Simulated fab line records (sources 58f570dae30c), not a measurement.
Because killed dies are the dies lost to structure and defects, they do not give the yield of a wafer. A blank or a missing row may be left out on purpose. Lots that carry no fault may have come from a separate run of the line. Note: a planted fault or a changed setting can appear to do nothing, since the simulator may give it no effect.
Which tool was responsible? / flow berkeley_cmos170 / 14 lots, 42 wafers sampled, at 4 steps of a route of 331

## WHAT THE GAUGES READ, wafer by wafer
UCB170_M1_OVL_MEAS_10. Usual: M1_OVL gives -1 nm (standard deviation 5.5).
lot=L230; measured=day 8 12:35; on=overlay-02; M1_OVL (nm)=-6 -2 1; flag=
lot=L232; measured=day 8 12:05; on=overlay-01; M1_OVL (nm)=3 -3 2; flag=
lot=L231; measured=day 8 10:26; on=overlay-02; M1_OVL (nm)=4 9 3; flag=
lot=L233; measured=day 8 13:08; on=overlay-01; M1_OVL (nm)=0 0 -7; flag=
lot=L235; measured=day 10 05:22; on=overlay-02; M1_OVL (nm)=-7 -3 -9; flag=
lot=L234; measured=day 10 05:10; on=overlay-02; M1_OVL (nm)=-1 -6 1; flag=
lot=L236; measured=day 10 03:40; on=overlay-02; M1_OVL (nm)=4 7 2; flag=
lot=L238; measured=day 10 11:21; on=overlay-01; M1_OVL (nm)=8 7 4; flag=
lot=L240; measured=day 10 19:10; on=overlay-02; M1_OVL (nm)=3 4 5; flag=
lot=L244; measured=day 11 18:55; on=overlay-01; M1_OVL (nm)=2 6 3; flag=
lot=L247; measured=day 12 13:17; on=overlay-01; M1_OVL (nm)=1 4 -5; flag=
lot=L252; measured=day 13 04:09; on=overlay-02; M1_OVL (nm)=-2 -5 -12; flag=
lot=L251; measured=day 13 02:20; on=overlay-01; M1_OVL (nm)=-2 -6 -1; flag=
lot=L253; measured=day 13 03:56; on=overlay-02; M1_OVL (nm)=7 4 4; flag=

## WHICH TOOL RAN EACH LOT (tool, then ch and the chambers of the sampled wafers, then the start)
lot=L230; UCB170_PWELL_STRIP_16=plasma_asher-01 ch 0,1, day 3 11:03; UCB170_NVT_STRIP_08=plasma_asher-03 ch 0, day 6 20:23; UCB170_GATE_STRIP_16=plasma_asher-03 ch 1, day 7 10:37
lot=L232; UCB170_PWELL_STRIP_16=plasma_asher-01 ch 0,1, day 3 16:45; UCB170_NVT_STRIP_08=plasma_asher-02 ch 0,1, day 6 19:54; UCB170_GATE_STRIP_16=plasma_asher-03 ch 0,1, day 7 11:10
lot=L231; UCB170_PWELL_STRIP_16=plasma_asher-03 ch 0,1, day 3 17:01; UCB170_NVT_STRIP_08=plasma_asher-02 ch 0,1, day 6 20:37; UCB170_GATE_STRIP_16=plasma_asher-02 ch 0,1, day 7 10:32
lot=L233; UCB170_PWELL_STRIP_16=plasma_asher-01 ch 0,1, day 4 00:23; UCB170_NVT_STRIP_08=plasma_asher-03 ch 0,1, day 6 20:43; UCB170_GATE_STRIP_16=plasma_asher-02 ch 0,1, day 7 10:53
lot=L235; UCB170_PWELL_STRIP_16=plasma_asher-04 ch 0,1, day 4 13:26; UCB170_NVT_STRIP_08=plasma_asher-02 ch 0,1, day 8 03:22; UCB170_GATE_STRIP_16=plasma_asher-02 ch 0,1, day 9 01:27
lot=L234; UCB170_PWELL_STRIP_16=plasma_asher-01 ch 0,1, day 4 13:57; UCB170_NVT_STRIP_08=plasma_asher-03 ch 0,1, day 8 03:37; UCB170_GATE_STRIP_16=plasma_asher-02 ch 0,1, day 9 01:52
lot=L236; UCB170_PWELL_STRIP_16=plasma_asher-04 ch 0,1, day 4 19:07; UCB170_NVT_STRIP_08=plasma_asher-02 ch 0,1, day 8 03:53; UCB170_GATE_STRIP_16=plasma_asher-03 ch 0,1, day 9 01:58
lot=L238; UCB170_PWELL_STRIP_16=plasma_asher-04 ch 0,1, day 5 05:56; UCB170_NVT_STRIP_08=plasma_asher-02 ch 0,1, day 8 14:08; UCB170_GATE_STRIP_16=plasma_asher-02 ch 1, day 9 12:29
lot=L240; UCB170_PWELL_STRIP_16=plasma_asher-04 ch 0,1, day 5 18:44; UCB170_NVT_STRIP_08=plasma_asher-02 ch 0,1, day 8 23:51; UCB170_GATE_STRIP_16=plasma_asher-01 ch 0,1, day 9 20:44
lot=L244; UCB170_PWELL_STRIP_16=plasma_asher-03 ch 0,1, day 6 12:40; UCB170_NVT_STRIP_08=plasma_asher-04 ch 0,1, day 9 17:01; UCB170_GATE_STRIP_16=plasma_asher-01 ch 0,1, day 10 10:45
lot=L247; UCB170_PWELL_STRIP_16=plasma_asher-03 ch 0,1, day 7 07:15; UCB170_NVT_STRIP_08=plasma_asher-02 ch 0,1, day 10 12:02; UCB170_GATE_STRIP_16=plasma_asher-01 ch 0,1, day 11 06:16
lot=L252; UCB170_PWELL_STRIP_16=plasma_asher-01 ch 0, day 7 19:13; UCB170_NVT_STRIP_08=plasma_asher-02 ch 0,1, day 11 05:46; UCB170_GATE_STRIP_16=plasma_asher-02 ch 0,1, day 11 22:37
lot=L251; UCB170_PWELL_STRIP_16=plasma_asher-03 ch 0,1, day 7 19:48; UCB170_NVT_STRIP_08=plasma_asher-02 ch 0,1, day 11 05:05; UCB170_GATE_STRIP_16=plasma_asher-01 ch 0,1, day 11 22:55
lot=L253; UCB170_PWELL_STRIP_16=plasma_asher-03 ch 0,1, day 7 23:29; UCB170_NVT_STRIP_08=plasma_asher-03 ch 0,1, day 11 05:29; UCB170_GATE_STRIP_16=plasma_asher-02 ch 0,1, day 11 23:00
- UCB170_PWELL_STRIP_16: strips in O2.
- UCB170_NVT_STRIP_08: strips in O2.
- UCB170_GATE_STRIP_16: strips in O2.

## AS READ BY THE TOOLS THEMSELVES (means over the sampled wafers that have a number; for cases with no such wafer, the mark the record gives instead)
UCB170_PWELL_STRIP_16. Usual: drypump_motor_current_A 5.8 A, standard deviation 0.43; oes_product_au 0.721 a.u., standard deviation 0.0045; strip_time_to_endpoint_s 18.12 s, standard deviation 0.088.
lot=L230; tool=plasma_asher-01; drypump_motor_current_A (A)=5.7; oes_product_au (a.u.)=0.720; strip_time_to_endpoint_s (s)=18.12; flag=
lot=L232; tool=plasma_asher-01; drypump_motor_current_A (A)=6.0; oes_product_au (a.u.)=0.723; strip_time_to_endpoint_s (s)=18.11; flag=
lot=L231; tool=plasma_asher-03; drypump_motor_current_A (A)=5.9; oes_product_au (a.u.)=0.721; strip_time_to_endpoint_s (s)=18.11; flag=
lot=L233; tool=plasma_asher-01; drypump_motor_current_A (A)=6.0; oes_product_au (a.u.)=0.721; strip_time_to_endpoint_s (s)=18.10; flag=
lot=L235; tool=plasma_asher-04; drypump_motor_current_A (A)=5.5; oes_product_au (a.u.)=0.716; strip_time_to_endpoint_s (s)=18.18; flag=
lot=L234; tool=plasma_asher-01; drypump_motor_current_A (A)=5.7; oes_product_au (a.u.)=0.719; strip_time_to_endpoint_s (s)=18.10; flag=
lot=L236; tool=plasma_asher-04; drypump_motor_current_A (A)=5.3; oes_product_au (a.u.)=0.722; strip_time_to_endpoint_s (s)=18.24; flag=
lot=L238; tool=plasma_asher-04; drypump_motor_current_A (A)=5.3; oes_product_au (a.u.)=0.667; strip_time_to_endpoint_s (s)=18.02; flag=OFF
lot=L240; tool=plasma_asher-04; drypump_motor_current_A (A)=5.5; oes_product_au (a.u.)=0.694; strip_time_to_endpoint_s (s)=18.17; flag=OFF
lot=L244; tool=plasma_asher-03; drypump_motor_current_A (A)=5.7; oes_product_au (a.u.)=0.717; strip_time_to_endpoint_s (s)=18.00; flag=
lot=L247; tool=plasma_asher-03; drypump_motor_current_A (A)=5.7; oes_product_au (a.u.)=0.722; strip_time_to_endpoint_s (s)=18.14; flag=
lot=L252; tool=plasma_asher-01; drypump_motor_current_A (A)=5.3; oes_product_au (a.u.)=0.723; strip_time_to_endpoint_s (s)=18.10; flag=
lot=L251; tool=plasma_asher-03; drypump_motor_current_A (A)=5.9; oes_product_au (a.u.)=0.723; strip_time_to_endpoint_s (s)=18.08; flag=
lot=L253; tool=plasma_asher-03; drypump_motor_current_A (A)=5.9; oes_product_au (a.u.)=0.720; strip_time_to_endpoint_s (s)=18.18; flag=

UCB170_NVT_STRIP_08. Usual: drypump_motor_current_A 5.69 A, standard deviation 0.27; oes_product_au 0.735 a.u., standard deviation 0.005; strip_time_to_endpoint_s 21.63 s, standard deviation 0.061.
lot=L230; tool=plasma_asher-03; drypump_motor_current_A (A)=6.02; oes_product_au (a.u.)=0.736; strip_time_to_endpoint_s (s)=21.72; flag=
lot=L232; tool=plasma_asher-02; drypump_motor_current_A (A)=5.59; oes_product_au (a.u.)=0.737; strip_time_to_endpoint_s (s)=21.58; flag=
lot=L231; tool=plasma_asher-02; drypump_motor_current_A (A)=5.73; oes_product_au (a.u.)=0.738; strip_time_to_endpoint_s (s)=21.57; flag=
lot=L233; tool=plasma_asher-03; drypump_motor_current_A (A)=5.89; oes_product_au (a.u.)=0.736; strip_time_to_endpoint_s (s)=21.70; flag=
lot=L235; tool=plasma_asher-02; drypump_motor_current_A (A)=5.57; oes_product_au (a.u.)=0.737; strip_time_to_endpoint_s (s)=21.61; flag=
lot=L234; tool=plasma_asher-03; drypump_motor_current_A (A)=5.90; oes_product_au (a.u.)=0.733; strip_time_to_endpoint_s (s)=21.67; flag=
lot=L236; tool=plasma_asher-02; drypump_motor_current_A (A)=5.58; oes_product_au (a.u.)=0.734; strip_time_to_endpoint_s (s)=21.69; flag=
lot=L238; tool=plasma_asher-02; drypump_motor_current_A (A)=5.58; oes_product_au (a.u.)=0.734; strip_time_to_endpoint_s (s)=21.63; flag=
lot=L240; tool=plasma_asher-02; drypump_motor_current_A (A)=5.75; oes_product_au (a.u.)=0.740; strip_time_to_endpoint_s (s)=21.63; flag=
lot=L244; tool=plasma_asher-04; drypump_motor_current_A (A)=5.46; oes_product_au (a.u.)=0.731; strip_time_to_endpoint_s (s)=21.64; flag=
lot=L247; tool=plasma_asher-02; drypump_motor_current_A (A)=5.60; oes_product_au (a.u.)=0.737; strip_time_to_endpoint_s (s)=21.56; flag=
lot=L252; tool=plasma_asher-02; drypump_motor_current_A (A)=5.72; oes_product_au (a.u.)=0.737; strip_time_to_endpoint_s (s)=21.62; flag=
lot=L251; tool=plasma_asher-02; drypump_motor_current_A (A)=5.74; oes_product_au (a.u.)=0.737; strip_time_to_endpoint_s (s)=21.66; flag=
lot=L253; tool=plasma_asher-03; drypump_motor_current_A (A)=5.74; oes_product_au (a.u.)=0.732; strip_time_to_endpoint_s (s)=21.62; flag=

UCB170_GATE_STRIP_16. Usual: drypump_motor_current_A 5.8 A, standard deviation 0.34; oes_product_au 0.724 a.u., standard deviation 0.0044.
lot=L230; tool=plasma_asher-03; drypump_motor_current_A (A)=5.6; oes_product_au (a.u.)=0.725; flag=
lot=L232; tool=plasma_asher-03; drypump_motor_current_A (A)=5.7; oes_product_au (a.u.)=0.723; flag=
lot=L231; tool=plasma_asher-02; drypump_motor_current_A (A)=5.6; oes_product_au (a.u.)=0.722; flag=
lot=L233; tool=plasma_asher-02; drypump_motor_current_A (A)=5.7; oes_product_au (a.u.)=0.725; flag=
lot=L235; tool=plasma_asher-02; drypump_motor_current_A (A)=5.7; oes_product_au (a.u.)=0.727; flag=
lot=L234; tool=plasma_asher-02; drypump_motor_current_A (A)=5.7; oes_product_au (a.u.)=0.721; flag=
lot=L236; tool=plasma_asher-03; drypump_motor_current_A (A)=5.9; oes_product_au (a.u.)=0.726; flag=
lot=L238; tool=plasma_asher-02; drypump_motor_current_A (A)=5.9; oes_product_au (a.u.)=0.724; flag=
lot=L240; tool=plasma_asher-01; drypump_motor_current_A (A)=6.0; oes_product_au (a.u.)=0.723; flag=
lot=L244; tool=plasma_asher-01; drypump_motor_current_A (A)=5.6; oes_product_au (a.u.)=0.721; flag=
lot=L247; tool=plasma_asher-01; drypump_motor_current_A (A)=5.7; oes_product_au (a.u.)=0.724; flag=
lot=L252; tool=plasma_asher-02; drypump_motor_current_A (A)=5.6; oes_product_au (a.u.)=0.721; flag=
lot=L251; tool=plasma_asher-01; drypump_motor_current_A (A)=5.6; oes_product_au (a.u.)=0.724; flag=
lot=L253; tool=plasma_asher-02; drypump_motor_current_A (A)=5.6; oes_product_au (a.u.)=0.726; flag=

## THE ANSWER, worked out from the rows above alone
Rule: a lot is off if the mean of its wafers that have a number lies more than 3 standard deviations from the usual mean. Also off: a lot with no number at a reading for which 4 or more lots have one. All remaining lots with rows at the step are treated as sound. First the gauges in route order, then the tools' own readings, where a lot's mean is used as printed above. The first step at which some lot is off is used, and at that step the reading that is off furthest; a lot without a number counts as furthest.
Off: L238, L240 (UCB170_PWELL_STRIP_16, oes_product_au).
If a tool, at that step or one of the process steps before it, ran each lot that is off and ran no sound lot following the first of them, it fits. One candidate fits, namely plasma_asher-04 at UCB170_PWELL_STRIP_16. Its last sound lot is L236 (day 4 19:07), its first lot that is off L238 (day 5 05:56): a fault that began between those two fits.
On the lots that are off, the tool's own readings at UCB170_PWELL_STRIP_16 differ by more than 5 times the standard deviation of the sound lots' means, which bears it out; oes_product_au reads 0.680 a.u. there versus 0.721 a.u. on the sound lots.

## WHAT WAS PUT IN BY THE SIMULATOR
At UCB170_PWELL_STRIP_16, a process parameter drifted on plasma_asher-04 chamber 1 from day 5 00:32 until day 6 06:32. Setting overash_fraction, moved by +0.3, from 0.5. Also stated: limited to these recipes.
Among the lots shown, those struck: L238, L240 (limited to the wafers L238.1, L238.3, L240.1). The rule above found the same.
